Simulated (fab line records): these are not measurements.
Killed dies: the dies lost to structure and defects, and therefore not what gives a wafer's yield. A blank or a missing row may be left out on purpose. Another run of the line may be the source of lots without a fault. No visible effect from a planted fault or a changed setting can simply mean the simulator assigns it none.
Matching of chambers :: flow berkeley_cmos170 :: UCB170_NWELL_ETCH_13 on rie_diel-02 has 4 sister chambers
The step etches Si3N4 in CH3F/Ar/O2, stops on SiO2, target depth 246.4 nm, time 154 s. 4 wafers are shown with their chamber, then 6 later ones without.

EACH WAFER AND ITS CHAMBER
wafer: L864.1
chamber: 2
drypump_motor_current_A (A): 5.3

wafer: L869.1
chamber: 0
drypump_motor_current_A (A): 5.3

wafer: L869.3
chamber: 3
drypump_motor_current_A (A): 6.2

wafer: L869.6
chamber: 1
drypump_motor_current_A (A): 5.3

WAFERS MISSING THEIR CHAMBER
wafer: L876.3
drypump_motor_current_A (A): 5.3

wafer: L876.4
drypump_motor_current_A (A): 6.1

wafer: L876.5
drypump_motor_current_A (A): 5.3

wafer: L878.2
drypump_motor_current_A (A): 5.3

wafer: L878.3
drypump_motor_current_A (A): 5.3

wafer: L878.6
drypump_motor_current_A (A): 5.3

WHICH CHAMBER EACH WENT THROUGH
wafer: L876.3
from the rows above: can't be placed: 0 or 1 or 2
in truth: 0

wafer: L876.4
from the rows above: 3
in truth: 3

wafer: L876.5
from the rows above: can't be placed: 0 or 1 or 2
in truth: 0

wafer: L878.2
from the rows above: can't be placed: 0 or 1 or 2
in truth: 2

wafer: L878.3
from the rows above: can't be placed: 0 or 1 or 2
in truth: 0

wafer: L878.6
from the rows above: can't be placed: 0 or 1 or 2
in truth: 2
Correctly placed: 1 of 6. From these rows, 5 cannot be placed; in 5 the true chamber is one of the candidates. Placed wrongly: 0.
How it was worked out, from the rows above alone: a wafer's distance from a chamber is the root of the sum, over the readings, of the square of ((its reading less the chamber's mean) divided by the reading's scatter). The wafer belongs to the nearest chamber; if the next one is less than 2 further off, it can't be placed. For every chamber, the mean is computed from those of its wafers that are shown. The scatter: root of mean squared gap, hidden wafer to nearest shown wafer, with one shown wafer a chamber.
